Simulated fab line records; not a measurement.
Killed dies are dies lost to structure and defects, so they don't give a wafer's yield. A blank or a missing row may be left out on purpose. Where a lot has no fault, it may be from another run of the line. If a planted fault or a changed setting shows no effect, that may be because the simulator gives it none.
Which tool is to blame? | flow rit_cmos | Sampling: 6 lots, 18 wafers, 3 of 202 route steps

== WHAT EACH GAUGE READ, for each wafer ==
RIT_M1_RS_MEAS_01: the measuring method here is four-point-probe.
lot  | measured    | on            | M1_AL_RS (ohm/sq)
L402 | day 3 19:57 | film_metro-01 | 0.0726 0.0734 0.0734
L405 | day 4 10:58 | film_metro-04 | 0.0725 0.0729 0.0724
L409 | day 5 09:07 | film_metro-03 | 0.0738 0.0748 0.0746
L415 | day 6 16:22 | film_metro-03 | 0.0728 0.0404 0.0741
L418 | day 7 04:37 | film_metro-01 | 0.0736 0.0736 0.0731
L423 | day 8 15:25 | film_metro-03 | 0.0739 0.0728 0.0735

== WHICH TOOL RAN EACH LOT (tool, then ch and the chambers of the sampled wafers, then the start) ==
lot  | RIT_CONTACT_ETCH_11               | RIT_M1_SPUTTER_00
L402 | rie_diel-01 ch 0,3, day 3 18:46   | pvd_sputter-02, day 3 19:36
L405 | rie_diel-01 ch 0,2,3, day 4 09:45 | pvd_sputter-02, day 4 10:36
L409 | rie_diel-01 ch 1,3, day 5 07:56   | pvd_sputter-02, day 5 08:47
L415 | rie_diel-02 ch 0,2,3, day 6 15:14 | pvd_sputter-02, day 6 16:04
L418 | rie_diel-02 ch 0,1,2, day 7 03:29 | pvd_sputter-04, day 7 04:19
L423 | rie_diel-03 ch 0,1,3, day 8 14:17 | pvd_sputter-04, day 8 15:07
- RIT_CONTACT_ETCH_11: etches SiO2 in CHF3/CF4/Ar, stops on TiSi2, target depth 480 nm, time 320 s.
- RIT_M1_SPUTTER_00: material Al, target thk 400 nm, time 500 s.

== THE ANSWER, worked out from the rows above alone ==
Rule: the lots themselves supply what counts as usual. The widest of any qualifying gaps counts: lots, ordered by their means at a reading, are off when they make up no more than a third of the lots, leave a main group of 4 or more, and stand apart from it by 3 or more times the standard deviation of that group's means. Not used: any main group whose means are identical at the precision the tables above print for the reading. Also off: a lot with no number at a reading for which 4 or more lots have one. The other lots that the step has rows for count as sound.
Off: at RIT_M1_RS_MEAS_01 (M1_AL_RS), L415. For the main group the mean is 0.0734 ohm/sq and the standard deviation 0.00059.
A tool fits if, at a process step before that reading, it ran every lot that is off, and no sound lot after the first of them. The gauges at RIT_M1_RS_MEAS_01 are tried like those tools. One fits: pvd_sputter-02 at RIT_M1_SPUTTER_00. A fault onset in the window from L409 (day 5 08:47, its last sound lot) to L415 (day 6 16:04, its first lot off) fits.

== WHAT THE SIMULATOR PUT IN ==
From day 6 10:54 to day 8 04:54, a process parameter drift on pvd_sputter-02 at RIT_M1_SPUTTER_00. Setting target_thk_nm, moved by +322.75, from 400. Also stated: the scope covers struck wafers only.
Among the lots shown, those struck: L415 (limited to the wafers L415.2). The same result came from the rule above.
